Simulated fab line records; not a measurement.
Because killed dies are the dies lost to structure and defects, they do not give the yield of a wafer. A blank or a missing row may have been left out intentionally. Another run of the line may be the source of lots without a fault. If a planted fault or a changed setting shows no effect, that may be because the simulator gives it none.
Which tool was responsible?    flow rit_cmos    42 wafers from 14 lots sampled at 5 of the route's 202 steps

== WHAT EACH GAUGE READ, for each wafer ==
RIT_SILICIDE_THK_MEAS_03: measures by xrf. Usual: for SILICIDE_TI_THK the level is 30.1 nm and the standard deviation is 0.39.
lot   measured     on             SILICIDE_TI_THK (nm)  flag
L433  day 3 02:09  film_metro-02  30.6 30.4 30.4        
L434  day 3 11:37  film_metro-02  30.8 30.5 30.4        
L435  day 3 13:56  film_metro-01  30.0 29.7 30.0        
L436  day 3 18:03  film_metro-04  31.0 30.8 30.5        
L440  day 4 13:06  film_metro-01  29.7 30.0 29.8        
L443  day 5 03:24  film_metro-04  29.9 29.8 29.8        
L447  day 6 02:43  film_metro-04  30.2 30.1 30.0        
L448  day 6 05:23  film_metro-01  29.5 29.5 29.7        
L450  day 6 16:59  film_metro-04  30.4 29.9 30.3        
L451  day 6 20:55  film_metro-01  29.4 29.2 29.3        
L453  day 7 06:46  film_metro-02  30.3 29.8 30.0        
L454  day 7 12:22  film_metro-02  30.6 30.1 30.1        
L455  day 7 17:25  film_metro-02  29.8 29.7 29.5        
L456  day 7 21:53  film_metro-02  30.2 30.2 29.9        

RIT_CONTACT_THK_MEAS_01. Usual: for CONTACT_TEOS_THK the level is 414 nm and the standard deviation is 5.2.
lot   measured     on             CONTACT_TEOS_THK (nm)  flag
L433  day 3 02:26  film_metro-03  403 405 414            
L434  day 3 11:53  film_metro-03  416 415 418            
L435  day 3 14:16  film_metro-01  409 415 419            
L436  day 3 18:20  film_metro-01  411 409 421            
L440  day 4 13:25  film_metro-03  411 356 414            OFF
L443  day 5 03:41  film_metro-01  348 412 408            OFF
L447  day 6 03:01  film_metro-02  418 417 419            
L448  day 6 05:40  film_metro-03  407 422 415            
L450  day 6 17:17  film_metro-01  415 418 418            
L451  day 6 21:12  film_metro-01  408 409 410            
L453  day 7 07:03  film_metro-01  407 409 414            
L454  day 7 12:39  film_metro-01  416 418 425            
L455  day 7 17:43  film_metro-01  407 412 410            
L456  day 7 22:10  film_metro-03  412 414 416            

== WHICH TOOL RAN EACH LOT (tool, then ch and the chambers of the sampled wafers, then the start) ==
lot   RIT_NSD_STRIP_09                     RIT_SILICIDE_RTA_06              RIT_CONTACT_CVD_00
L433  plasma_asher-01 ch 0,1, day 2 23:11  rtp_anneal-01 ch 0, day 3 02:19  pecvd-04 ch 0,2, day 3 02:23
L434  plasma_asher-01 ch 0,1, day 3 08:44  rtp_anneal-02 ch 0, day 3 11:47  pecvd-03 ch 0,2, day 3 11:50
L435  plasma_asher-04 ch 0,1, day 3 11:04  rtp_anneal-01 ch 0, day 3 14:07  pecvd-02 ch 0,2, day 3 14:11
L436  plasma_asher-03 ch 0,1, day 3 15:11  rtp_anneal-02 ch 0, day 3 18:13  pecvd-04 ch 0,1,2, day 3 18:17
L440  plasma_asher-03 ch 0,1, day 4 09:53  rtp_anneal-02 ch 0, day 4 13:16  pecvd-03 ch 0,2, day 4 13:20
L443  plasma_asher-01 ch 0,1, day 5 00:26  rtp_anneal-01 ch 0, day 5 03:34  pecvd-03 ch 0,1,2, day 5 03:38
L447  plasma_asher-03 ch 0,1, day 5 23:40  rtp_anneal-01 ch 0, day 6 02:53  pecvd-02 ch 0,2, day 6 02:58
L448  plasma_asher-04 ch 0,1, day 6 02:32  rtp_anneal-02 ch 0, day 6 05:33  pecvd-04 ch 0,2, day 6 05:37
L450  plasma_asher-04 ch 0,1, day 6 13:55  rtp_anneal-01 ch 0, day 6 17:10  pecvd-02 ch 0,2, day 6 17:14
L451  plasma_asher-03 ch 0,1, day 6 17:43  rtp_anneal-02 ch 0, day 6 21:05  pecvd-04 ch 1,2, day 6 21:08
L453  plasma_asher-01 ch 0,1, day 7 03:52  rtp_anneal-02 ch 0, day 7 06:56  pecvd-02 ch 0,1, day 7 06:59
L454  plasma_asher-04 ch 0,1, day 7 09:31  rtp_anneal-02 ch 0, day 7 12:32  pecvd-03 ch 0,1,2, day 7 12:35
L455  plasma_asher-04 ch 0,1, day 7 14:13  rtp_anneal-02 ch 0, day 7 17:35  pecvd-04 ch 0,1,2, day 7 17:39
L456  plasma_asher-03 ch 0,1, day 7 18:41  rtp_anneal-02 ch 0, day 7 22:03  pecvd-02 ch 0,1,2, day 7 22:07
- RIT_NSD_STRIP_09: strips in O2, time 180 s.
- RIT_SILICIDE_RTA_06: time 10 s, ramp up 5 s, ramp down 10 s.
- RIT_CONTACT_CVD_00: deposits SiO2 from TEOS, target thk 400 nm, time 63.41 s.

== AS READ BY THE TOOLS THEMSELVES (means over the sampled wafers that have a number; for cases with no such wafer, the mark the record gives instead) ==
RIT_NSD_STRIP_09. Usual: drypump_motor_current_A 5.5 A, standard deviation 0.43.
lot   tool             drypump_motor_current_A (A)  flag
L433  plasma_asher-01  4.8                          
L434  plasma_asher-01  4.9                          
L435  plasma_asher-04  5.5                          
L436  plasma_asher-03  5.8                          
L440  plasma_asher-03  6.0                          
L443  plasma_asher-01  4.8                          
L447  plasma_asher-03  5.9                          
L448  plasma_asher-04  5.6                          
L450  plasma_asher-04  5.6                          
L451  plasma_asher-03  6.0                          
L453  plasma_asher-01  5.0                          
L454  plasma_asher-04  5.4                          
L455  plasma_asher-04  5.5                          
L456  plasma_asher-03  5.9                          

RIT_SILICIDE_RTA_06. Usual: wafer_temp_C_max 752.5, standard deviation 1.
lot   tool           wafer_temp_C_max  flag
L433  rtp_anneal-01  753.6             
L434  rtp_anneal-02  752.2             
L435  rtp_anneal-01  753.0             
L436  rtp_anneal-02  752.4             
L440  rtp_anneal-02  752.4             
L443  rtp_anneal-01  753.7             
L447  rtp_anneal-01  754.2             
L448  rtp_anneal-02  751.4             
L450  rtp_anneal-01  753.6             
L451  rtp_anneal-02  752.0             
L453  rtp_anneal-02  751.2             
L454  rtp_anneal-02  751.7             
L455  rtp_anneal-02  751.3             
L456  rtp_anneal-02  751.5             

RIT_CONTACT_CVD_00. Usual: heater_power_w 324 W, standard deviation 66.
lot   tool      heater_power_w (W)  flag
L433  pecvd-04  317                 
L434  pecvd-03  351                 
L435  pecvd-02  290                 
L436  pecvd-04  250                 
L440  pecvd-03  377                 
L443  pecvd-03  379                 
L447  pecvd-02  328                 
L448  pecvd-04  296                 
L450  pecvd-02  372                 
L451  pecvd-04  222                 
L453  pecvd-02  290                 
L454  pecvd-03  382                 
L455  pecvd-04  292                 
L456  pecvd-02  331                 

== THE ANSWER, worked out from the rows above alone ==
Rule: a lot is off if the mean of its wafers that have a number lies more than 3 standard deviations from the usual mean. Also off: a lot with no number at a reading for which 4 or more lots have one. Any other lot the step has rows for is counted as sound. The gauges are gone through in route order, then the tools' own readings, and for those a lot's mean is taken as printed above. The first step at which some lot is off is used, and at that step the reading that is off furthest; a lot without a number counts as furthest.
Off: L440, L443, seen at RIT_CONTACT_THK_MEAS_01 (CONTACT_TEOS_THK).
If a tool, at a process step before that reading, ran all the lots that are off and no sound lot after the first of them, it fits. The gauges at RIT_CONTACT_THK_MEAS_01 are tried like those tools. None of those tried fits.

== WHAT HAD BEEN PUT IN BY THE SIMULATOR ==
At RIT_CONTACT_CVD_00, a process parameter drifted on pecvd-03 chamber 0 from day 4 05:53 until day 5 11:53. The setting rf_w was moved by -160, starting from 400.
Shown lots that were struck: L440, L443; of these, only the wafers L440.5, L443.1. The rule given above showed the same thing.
